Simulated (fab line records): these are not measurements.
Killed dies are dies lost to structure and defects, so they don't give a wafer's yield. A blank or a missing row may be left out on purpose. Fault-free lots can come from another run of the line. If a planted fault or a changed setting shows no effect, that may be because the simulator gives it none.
Which of the tools did it? + flow rit-cmos + 15 lots with 43 wafers sampled at 4 steps, on a route of 202 steps

== WHAT EACH GAUGE READ, for each wafer ==
RIT_PWELL_TW_MEAS_10.
| lot  | measured    | on            | PWELL_TW    |
|------|-------------|---------------|-------------|
| L180 | day 2 09:28 | film-metro-01 | 949 948 949 |
| L181 | day 2 16:12 | film-metro-01 | 950 950 947 |
| L182 | day 2 19:23 | film-metro-01 | 946 943 949 |
| L183 | day 3 00:33 | film-metro-02 | 937 934 931 |
| L184 | day 3 12:14 | film-metro-01 | 950 951 948 |
| L185 | day 3 13:22 | film-metro-01 | 950 947 951 |
| L186 | day 3 16:55 | film-metro-02 | 936 936 936 |
| L187 | day 3 21:43 | film-metro-02 | 936 943 939 |
| L188 | day 4 01:00 | film-metro-02 | 935         |
| L189 | day 4 06:48 | film-metro-04 | 948 950 949 |
| L190 | day 4 12:35 | film-metro-04 | 955 956 953 |
| L192 | day 4 21:47 | film-metro-01 | 945 943 948 |
| L196 | day 5 18:59 | film-metro-04 | 952 957 953 |
| L197 | day 5 21:58 | film-metro-02 | 928 933 929 |
| L199 | day 6 08:14 | film-metro-02 | 936 938 937 |

RIT_M1_BOW_MEAS_16.
| lot  | measured    | on            | M1_BOW (um) |
|------|-------------|---------------|-------------|
| L180 | day 4 06:44 | film-metro-02 | 15 22 21    |
| L181 | day 4 05:15 | film-metro-03 | 17 19 17    |
| L182 | day 4 08:15 | film-metro-04 | 2 13 21     |
| L183 | day 4 12:39 | film-metro-02 | 20 21 24    |
| L184 | day 4 23:27 | film-metro-04 | 30 26 22    |
| L185 | day 5 03:57 | film-metro-02 | 6 22 12     |
| L186 | day 5 04:59 | film-metro-03 | 20 25 22    |
| L187 | day 5 10:52 | film-metro-02 | 15 8 16     |
| L188 | day 5 12:43 | film-metro-02 | 14          |
| L189 | day 5 20:01 | film-metro-03 | 15 18 13    |
| L190 | day 5 23:57 | film-metro-04 | 20 20 26    |
| L192 | day 6 07:23 | film-metro-02 | 9 10 11     |
| L196 | day 7 04:23 | film-metro-03 | 4 12 28     |
| L197 | day 7 09:15 | film-metro-04 | 13 32 21    |
| L199 | day 7 18:46 | film-metro-03 | 22 8 29     |

== WHICH TOOL RAN EACH LOT (tool, then ch and the chambers of the sampled wafers, then the start) ==
| lot  | RIT_GATE_DEVELOP_15              | RIT_CONTACT_ETCH_11               |
|------|----------------------------------|-----------------------------------|
| L180 | litho-track-01 ch 0, day 3 06:00 | rie-diel-01 ch 0,1,3, day 4 00:37 |
| L181 | litho-track-01 ch 0, day 3 06:00 | rie-diel-04 ch 0,1,3, day 4 00:14 |
| L182 | litho-track-04 ch 0, day 3 10:00 | rie-diel-02 ch 0,2, day 4 01:53   |
| L183 | litho-track-02 ch 0, day 3 14:00 | rie-diel-04 ch 0,1,3, day 4 06:22 |
| L184 | litho-track-04 ch 0, day 4 02:00 | rie-diel-01 ch 0,2,3, day 4 18:20 |
| L185 | litho-track-01 ch 0, day 4 04:00 | rie-diel-04 ch 0,1, day 4 22:04   |
| L186 | litho-track-01 ch 0, day 4 07:00 | rie-diel-01 ch 1,2, day 5 00:13   |
| L187 | litho-track-01 ch 0, day 4 15:00 | rie-diel-02 ch 2,3, day 5 05:54   |
| L188 | litho-track-01 ch 0, day 4 15:00 | rie-diel-01 ch 3, day 5 07:59     |
| L189 | litho-track-04 ch 0, day 4 22:00 | rie-diel-04 ch 0,3, day 5 15:01   |
| L190 | litho-track-01 ch 0, day 5 01:00 | rie-diel-02 ch 1,2, day 5 18:37   |
| L192 | litho-track-02 ch 0, day 5 11:00 | rie-diel-04 ch 2,3, day 6 02:34   |
| L196 | litho-track-02 ch 0, day 6 08:00 | rie-diel-02 ch 0,2,3, day 6 23:38 |
| L197 | litho-track-02 ch 0, day 6 11:00 | rie-diel-04 ch 0,2,3, day 7 03:40 |
| L199 | litho-track-02 ch 0, day 6 22:00 | rie-diel-04 ch 1,2,3, day 7 13:52 |
- RIT_GATE_DEVELOP_15: develop time 50 s.
- RIT_CONTACT_ETCH_11: etches SiO2 in CHF3/CF4/Ar, stops on TiSi2, target depth 480 nm, time 320 s.

== WHAT THE TOOLS THEMSELVES READ (means of the sampled wafers that have a number; where no wafer has one, the mark that the record gives instead) ==
RIT_GATE_DEVELOP_15.
| lot  | tool           | developer-temp-C (C) |
|------|----------------|----------------------|
| L180 | litho-track-01 | 23.06                |
| L181 | litho-track-01 | 22.87                |
| L182 | litho-track-04 | 22.89                |
| L183 | litho-track-02 | 22.84                |
| L184 | litho-track-04 | 22.80                |
| L185 | litho-track-01 | 23.00                |
| L186 | litho-track-01 | 22.91                |
| L187 | litho-track-01 | 22.35                |
| L188 | litho-track-01 | 22.44                |
| L189 | litho-track-04 | 23.03                |
| L190 | litho-track-01 | 22.22                |
| L192 | litho-track-02 | 22.95                |
| L196 | litho-track-02 | 23.03                |
| L197 | litho-track-02 | 22.84                |
| L199 | litho-track-02 | 22.99                |

RIT_CONTACT_ETCH_11.
| lot  | tool        | drypump-motor-current-A (A) | oes-product-au (a.u.) | throttle-valve-pct (%) |
|------|-------------|-----------------------------|-----------------------|------------------------|
| L180 | rie-diel-01 | 5.7                         | 0.978                 | 8.89                   |
| L181 | rie-diel-04 | 5.8                         | 0.994                 | 8.89                   |
| L182 | rie-diel-02 | 5.8                         | 0.981                 | 8.89                   |
| L183 | rie-diel-04 | 5.9                         | 0.994                 | 8.89                   |
| L184 | rie-diel-01 | 5.9                         | 0.984                 | 8.90                   |
| L185 | rie-diel-04 | 5.8                         | 0.989                 | 8.93                   |
| L186 | rie-diel-01 | 6.0                         | 0.971                 | 8.68                   |
| L187 | rie-diel-02 | 5.2                         | 0.995                 | 9.02                   |
| L188 | rie-diel-01 | 5.7                         | 0.995                 | 8.85                   |
| L189 | rie-diel-04 | 6.0                         | 1.000                 | 8.94                   |
| L190 | rie-diel-02 | 5.4                         | 0.973                 | 8.83                   |
| L192 | rie-diel-04 | 5.8                         | 1.005                 | 8.84                   |
| L196 | rie-diel-02 | 5.6                         | 0.991                 | 8.98                   |
| L197 | rie-diel-04 | 5.7                         | 0.998                 | 8.88                   |
| L199 | rie-diel-04 | 5.6                         | 0.995                 | 8.82                   |

== THE ANSWER, worked out from the rows above alone ==
Rule: what is usual is taken from the lots themselves. The widest of any qualifying gaps counts: lots, ordered by their means at a reading, are off when they make up no more than a third of the lots, leave a main group of 4 or more, and stand apart from it by 3 or more times the standard deviation of that group's means. The tables above print the reading to a certain number of digits; a main group whose means all agree to those digits is not used. Also off: a lot with no number at a reading for which 4 or more lots have one. Any other lot the step has rows for is counted as sound. Order of review: gauges by route order, followed by the tools' own readings, for which a lot's mean as printed above is used. At the first step where some lot is off, the reading lying furthest off is the one used; lots without a number count as furthest.
Off, at RIT_GATE_DEVELOP_15 on developer-temp-C: L187, L188, L190. Main group: mean 22.93 C, sd 0.084.
If a tool, at that step or one of the process steps before it, ran each lot that is off and ran no sound lot following the first of them, it fits. One candidate fits, namely litho-track-01 at RIT_GATE_DEVELOP_15. A fault onset in the window from L186 (day 4 07:00, its last sound lot) to L187 (day 4 15:00, its first lot off) fits.
The tool's own readings at RIT_GATE_DEVELOP_15 bear it out: on the lots that are off they differ by more than 5 times the standard deviation of the sound lots' means. developer-temp-C reads 22.34 C there against 22.93 C on the sound lots.

== WHAT THE SIMULATOR HAD INSERTED ==
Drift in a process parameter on litho-track-01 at RIT_GATE_DEVELOP_15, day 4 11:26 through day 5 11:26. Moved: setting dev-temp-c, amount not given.
Lots struck among those shown: L187, L188, L190. Same finding as the rule above.
